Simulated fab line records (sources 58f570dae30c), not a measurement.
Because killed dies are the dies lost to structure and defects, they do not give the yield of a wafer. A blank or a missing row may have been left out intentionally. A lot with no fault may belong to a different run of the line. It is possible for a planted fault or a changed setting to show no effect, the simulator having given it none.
Tool commonality check + flow berkeley_cmos170 + 12 lots, 36 wafers sampled

REASON FOR OPENING
2 of 12 lots carry a flag on the reading CONTACT_PSG_THK at UCB170_CONTACT_THK_MEAS_02. Wafers without a fault read 699 nm, standard deviation 5.6.
Rule: a lot is flagged when every wafer of it that has a number lies more than 4 standard deviations from that mean, or none has a number. The other lots count as sound.

| lot  | measured     | on            | CONTACT_PSG_THK (nm), wafer by wafer | flag    |
|------|--------------|---------------|--------------------------------------|---------|
| L805 | day 8 09:32  | film_metro-04 | 711 704 702                          |         |
| L808 | day 8 20:39  | film_metro-01 | 700 697 704                          |         |
| L809 | day 8 21:34  | film_metro-03 | 707 712 702                          |         |
| L807 | day 8 22:26  | film_metro-01 | 697 699 693                          |         |
| L806 | day 8 22:26  | film_metro-03 | 701 701 706                          |         |
| L818 | day 10 18:44 | film_metro-03 | 470 470 464                          | FLAGGED |
| L817 | day 10 20:32 | film_metro-01 | 471 470 468                          | FLAGGED |
| L820 | day 11 10:44 | film_metro-03 | 700 701 696                          |         |
| L822 | day 11 21:25 | film_metro-01 | 705 708 701                          |         |
| L824 | day 12 16:28 | film_metro-03 | 699 696 697                          |         |
| L825 | day 13 04:36 | film_metro-01 | 691 689 685                          |         |
| L828 | day 13 17:07 | film_metro-03 | 699 694 702                          |         |
Average over the flagged lots: 469 nm; offset from the usual -230 nm, equal to -41 standard deviations.

WHICH TOOL RAN EACH LOT
The record holds 4 process steps before the reading, out of a route of 331 steps. In each cell: the tool, then ch and the chambers that the sampled wafers went through, then the start.
| lot  | flag    | UCB170_SPACER_CVD_00            | UCB170_PSD_STRIP_09                  | UCB170_BACKSIDE_STRIP_03             | UCB170_CONTACT_CVD_01       |
|------|---------|---------------------------------|--------------------------------------|--------------------------------------|-----------------------------|
| L805 |         | pecvd-04 ch 0,1,2, day 7 15:27  | plasma_asher-04 ch 0,1, day 8 01:26  | plasma_asher-04 ch 0,1, day 8 05:16  | lpcvd-02 ch 0, day 8 07:44  |
| L808 |         | pecvd-02 ch 0,2, day 8 03:59    | plasma_asher-02 ch 0,1, day 8 13:44  | plasma_asher-02 ch 0,1, day 8 16:58  | lpcvd-02 ch 1, day 8 18:52  |
| L809 |         | pecvd-04 ch 0,1, day 8 04:25    | plasma_asher-01 ch 0,1, day 8 13:28  | plasma_asher-04 ch 0,1, day 8 16:45  | lpcvd-01 ch 0, day 8 18:54  |
| L807 |         | pecvd-02 ch 0,1,2, day 8 04:37  | plasma_asher-01 ch 0,1, day 8 14:00  | plasma_asher-04 ch 0,1, day 8 18:11  | lpcvd-02 ch 0, day 8 20:39  |
| L806 |         | pecvd-03 ch 0,2, day 8 04:14    | plasma_asher-04 ch 0,1, day 8 13:44  | plasma_asher-04 ch 0,1, day 8 17:12  | lpcvd-02 ch 0, day 8 20:39  |
| L818 | FLAGGED | pecvd-04 ch 0,1,2, day 10 03:56 | plasma_asher-04 ch 0,1, day 10 12:14 | plasma_asher-02 ch 0,1, day 10 15:25 | lpcvd-02 ch 0, day 10 16:58 |
| L817 | FLAGGED | pecvd-03 ch 0,1, day 10 04:56   | plasma_asher-04 ch 0,1, day 10 12:30 | plasma_asher-04 ch 0,1, day 10 16:00 | lpcvd-02 ch 1, day 10 18:44 |
| L820 |         | pecvd-04 ch 1,2, day 10 16:44   | plasma_asher-02 ch 0,1, day 11 05:08 | plasma_asher-04 ch 0,1, day 11 07:31 | lpcvd-01 ch 0, day 11 08:57 |
| L822 |         | pecvd-02 ch 1,2, day 11 05:44   | plasma_asher-02 ch 0,1, day 11 12:46 | plasma_asher-04 ch 0,1, day 11 16:59 | lpcvd-01 ch 1, day 11 19:37 |
| L824 |         | pecvd-03 ch 0,2, day 11 22:44   | plasma_asher-02 ch 0,1, day 12 07:32 | plasma_asher-03 ch 0,1, day 12 13:15 | lpcvd-01 ch 0, day 12 14:40 |
| L825 |         | pecvd-03 ch 0,2, day 12 11:57   | plasma_asher-02 ch 0,1, day 12 19:11 | plasma_asher-03 ch 1, day 12 22:26   | lpcvd-01 ch 0, day 13 02:49 |
| L828 |         | pecvd-02 ch 0,1,2, day 13 02:39 | plasma_asher-02 ch 0,1, day 13 11:24 | plasma_asher-04 ch 0,1, day 13 13:41 | lpcvd-01 ch 1, day 13 15:19 |
These steps, and what they do:
- UCB170_SPACER_CVD_00: deposits SiO2 from TEOS/O2, target thk 376 nm, time 47 s.
- UCB170_PSD_STRIP_09: strips in O2.
- UCB170_BACKSIDE_STRIP_03: strips in O2.
- UCB170_CONTACT_CVD_01: deposits PSG from SiH4/O2/PH3, target thk 700 nm, time 2820 s.
- UCB170_CONTACT_THK_MEAS_02

FLAGGED OVER TOTAL, TOOL BY TOOL (the gauges that took the reading come last)
| step                       | tool            | lots run | flagged | share of the flagged lots | sound lots run after its first flagged lot |
|----------------------------|-----------------|----------|---------|---------------------------|--------------------------------------------|
| UCB170_SPACER_CVD_00       | pecvd-02        | 4        | 0       | none                      | -                                          |
| UCB170_SPACER_CVD_00       | pecvd-03        | 4        | 1       | some                      | 2 (L824,L825)                              |
| UCB170_SPACER_CVD_00       | pecvd-04        | 4        | 1       | some                      | 1 (L820)                                   |
| UCB170_PSD_STRIP_09        | plasma_asher-01 | 2        | 0       | none                      | -                                          |
| UCB170_PSD_STRIP_09        | plasma_asher-02 | 6        | 0       | none                      | -                                          |
| UCB170_PSD_STRIP_09        | plasma_asher-04 | 4        | 2       | all                       | 0                                          |
| UCB170_BACKSIDE_STRIP_03   | plasma_asher-02 | 2        | 1       | some                      | 0                                          |
| UCB170_BACKSIDE_STRIP_03   | plasma_asher-03 | 2        | 0       | none                      | -                                          |
| UCB170_BACKSIDE_STRIP_03   | plasma_asher-04 | 8        | 1       | some                      | 3 (L820,L822,L828)                         |
| UCB170_CONTACT_CVD_01      | lpcvd-01        | 6        | 0       | none                      | -                                          |
| UCB170_CONTACT_CVD_01      | lpcvd-02        | 6        | 2       | all                       | 0                                          |
| UCB170_CONTACT_THK_MEAS_02 | film_metro-01   | 5        | 1       | some                      | 2 (L822,L825)                              |
| UCB170_CONTACT_THK_MEAS_02 | film_metro-03   | 6        | 1       | some                      | 3 (L820,L824,L828)                         |
| UCB170_CONTACT_THK_MEAS_02 | film_metro-04   | 1        | 0       | none                      | -                                          |

WHAT THE TABLE PERMITS
2 rows of the table ran every flagged lot: plasma_asher-04 at UCB170_PSD_STRIP_09, lpcvd-02 at UCB170_CONTACT_CVD_01.
- plasma_asher-04 at UCB170_PSD_STRIP_09: 2 of its 4 lots flagged. It ran its last sound lot, L806, at day 8 13:44 and its first flagged lot, L818, at day 10 12:14: a fault with its onset between the two fits.
- lpcvd-02 at UCB170_CONTACT_CVD_01: 2 of its 6 lots flagged. It ran its last sound lot, L806, at day 8 20:39 and its first flagged lot, L818, at day 10 16:58: a fault with its onset between the two fits.
Because each of these 2 tools fits a fault that began at some hour, counting lots does not separate them. More lots, or a look at what each step does to the wafer, might.

WHAT THE SIMULATOR HAD PUT IN
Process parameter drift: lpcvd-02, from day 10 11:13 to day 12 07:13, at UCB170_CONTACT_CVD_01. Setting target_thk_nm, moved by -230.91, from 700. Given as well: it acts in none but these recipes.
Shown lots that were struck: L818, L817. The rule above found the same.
